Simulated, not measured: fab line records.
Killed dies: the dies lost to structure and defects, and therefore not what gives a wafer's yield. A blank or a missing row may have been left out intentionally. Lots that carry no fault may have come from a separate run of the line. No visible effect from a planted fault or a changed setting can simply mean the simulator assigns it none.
Which tool is to blame?	flow rit cmos	39 wafers from 13 lots sampled at 2 of the route's 202 steps

WHAT EACH GAUGE READ, for each wafer
RIT_M1_CD_MEAS_90: target cd 2600 nm. Usual: cd nm at 2602 nm, with a standard deviation of 3.4.
lot	measured	on	cd nm (nm)	flag
L546	day 3 07:11	cd sem-02	2608 2599 2607	
L547	day 3 11:16	cd sem-02	2599 2597 2596	
L548	day 3 18:26	cd sem-02	2602 2601 2603	
L550	day 4 04:01	cd sem-01	2604 2604 2603	
L552	day 4 12:18	cd sem-01	2600 2600 2603	
L553	day 4 18:51	cd sem-01	2604 2604 2590	
L556	day 5 09:32	cd sem-01	2587 2600 2602	
L560	day 6 06:01	cd sem-02	2601 2603 2603	
L561	day 6 12:47	cd sem-01	2602 2601 2602	
L563	day 6 21:26	cd sem-02	2603 2603 2604	
L565	day 7 08:22	cd sem-02	2599 2598 2598	
L567	day 7 15:56	cd sem-01	2597 2603 2596	
L568	day 7 21:28	cd sem-01	2605 2606 2606	

TOOL THAT RAN EACH LOT (tool first, then ch and the chambers of the sampled wafers, then the start)
lot	RIT_M1_METAL_ETCH_12
L546	rie metal-03 ch 0,1, day 3 06:39
L547	rie metal-02 ch 0,1, day 3 10:44
L548	rie metal-01 ch 0,1, day 3 17:55
L550	rie metal-02 ch 1, day 4 03:30
L552	rie metal-03 ch 0,1, day 4 11:46
L553	rie metal-02 ch 0,1, day 4 18:17
L556	rie metal-02 ch 0,1, day 5 08:58
L560	rie metal-01 ch 0, day 6 05:24
L561	rie metal-03 ch 0, day 6 12:16
L563	rie metal-01 ch 0, day 6 20:46
L565	rie metal-01 ch 0, day 7 07:44
L567	rie metal-03 ch 0,1, day 7 15:26
L568	rie metal-01 ch 0,1, day 7 20:58
- RIT_M1_METAL_ETCH_12: etches Al in Cl2/BCl3, stops on SiO2, time 165 s, target depth 600 nm.

WHAT THE TOOLS THEMSELVES READ (means of the sampled wafers that have a number; where no wafer has one, the mark that the record gives instead)
RIT_M1_METAL_ETCH_12. Usual: drypump motor current A 5.6 A, standard deviation 0.51; oes product au 0.773 a.u., standard deviation 0.011; throttle valve pct 8.34 %, standard deviation 0.18.
lot	tool	drypump motor current A (A)	oes product au (a.u.)	throttle valve pct (%)	flag
L546	rie metal-03	5.6	0.769	8.21	
L547	rie metal-02	5.4	0.775	8.43	
L548	rie metal-01	5.6	0.771	8.46	
L550	rie metal-02	5.7	0.777	8.54	
L552	rie metal-03	6.0	0.782	8.13	
L553	rie metal-02	5.4	0.777	8.42	
L556	rie metal-02	5.4	0.782	8.43	
L560	rie metal-01	6.0	0.759	8.48	
L561	rie metal-03	6.4	0.783	8.04	
L563	rie metal-01	6.0	0.772	8.49	
L565	rie metal-01	6.0	0.773	8.48	
L567	rie metal-03	6.0	0.772	8.13	
L568	rie metal-01	5.8	0.774	8.47	

THE ANSWER, worked out from the rows above alone
Rule: lot off if the mean of its wafers having a number is beyond 3 standard deviations from the usual mean. A lot without any number at a reading at which 4 lots or more have one is off too. Any other lot the step has rows for is counted as sound. After the gauges, taken in route order, come the tools' own readings; for these a lot's mean is taken, as printed above. The first step at which some lot is off is used, and at that step the reading that is off furthest; a lot without a number counts as furthest.
None of the lots is off at any reading shown; this tells nothing.

WHAT THE SIMULATOR HAD INSERTED
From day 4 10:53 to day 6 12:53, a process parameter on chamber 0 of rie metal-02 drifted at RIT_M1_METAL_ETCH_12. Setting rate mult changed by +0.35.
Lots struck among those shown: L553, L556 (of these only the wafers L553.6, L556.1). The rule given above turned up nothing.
